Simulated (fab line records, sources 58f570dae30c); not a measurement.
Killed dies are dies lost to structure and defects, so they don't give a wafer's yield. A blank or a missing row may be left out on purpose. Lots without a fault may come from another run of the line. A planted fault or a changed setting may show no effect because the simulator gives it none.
Chamber matching | flow berkeley_cmos170 | UCB170_GATE_ETCH_14 on rie_diel-01: 4 sister chambers
The step etches BARC in N2/H2. 14 wafers are shown with their chamber, then 7 later ones without.

WAFERS WITH THEIR CHAMBER
wafer  | chamber | throttle_valve_pct (%) | oes_product_au (a.u.) | rf_fwd_power_W (W)
L740.1 | 0       | 13.57                  | 1.001                 | 493.5
L740.3 | 3       | 13.12                  | 0.963                 | 497.8
L740.4 | 1       | 13.32                  | 0.974                 | 496.8
L746.1 | 1       | 13.31                  | 0.976                 | 493.6
L746.4 | 2       | 13.42                  | 1.003                 | 492.9
L746.6 | 3       | 13.11                  | 0.958                 | 497.0
L753.1 | 1       | 13.32                  | 0.976                 | 492.9
L753.2 | 0       | 13.62                  | 1.016                 | 494.9
L753.4 | 2       | 13.40                  | 1.005                 | 494.2
L756.2 | 1       | 13.32                  | 0.987                 | 494.9
L756.3 | 2       | 13.41                  | 0.996                 | 494.0
L756.4 | 0       | 13.62                  | 1.006                 | 495.5
L758.1 | 1       | 13.32                  | 0.983                 | 491.7
L758.4 | 2       | 13.41                  | 1.002                 | 495.7

SIGNATURES (means of the wafers above)
reading            | chamber 0 | chamber 1 | chamber 2 | chamber 3 | scatter within a chamber
throttle_valve_pct | 13.6033   | 13.3180   | 13.4100   | 13.1150   | 0.0141
oes_product_au     | 1.00767   | 0.97920   | 1.00150   | 0.96050   | 0.00545
rf_fwd_power_W     | 494.633   | 493.980   | 494.200   | 497.400   | 1.47
Rule: a wafer's distance from a chamber is the root of the sum, over the readings, of the square of ((its reading less the chamber's mean) divided by the reading's scatter). The wafer belongs to the nearest chamber; if the next one is less than 2 further off, it can't be placed. The scatter: the root of (the sum of the squares of (reading less its chamber's mean) over the shown wafers, divided by (wafers less chambers)).

WAFERS WITHOUT THEIR CHAMBER
wafer  | throttle_valve_pct (%) | oes_product_au (a.u.) | rf_fwd_power_W (W)
L758.6 | 13.31                  | 0.984                 | 493.9
L761.1 | 13.11                  | 0.967                 | 496.8
L761.2 | 13.31                  | 0.981                 | 495.3
L761.5 | 13.11                  | 0.977                 | 497.1
L762.4 | 13.32                  | 0.985                 | 494.2
L762.5 | 13.62                  | 1.007                 | 495.4
L762.6 | 13.32                  | 0.976                 | 493.6

WHICH CHAMBER EACH WENT THROUGH
wafer  | from the rows above | in truth
L758.6 | 1                   | 1
L761.1 | 3                   | 3
L761.2 | 1                   | 1
L761.5 | 3                   | 3
L762.4 | 1                   | 1
L762.5 | 0                   | 0
L762.6 | 1                   | 1
Placed correctly: 7 of 7. Can't be placed from these rows: 0. Placed wrongly: 0.
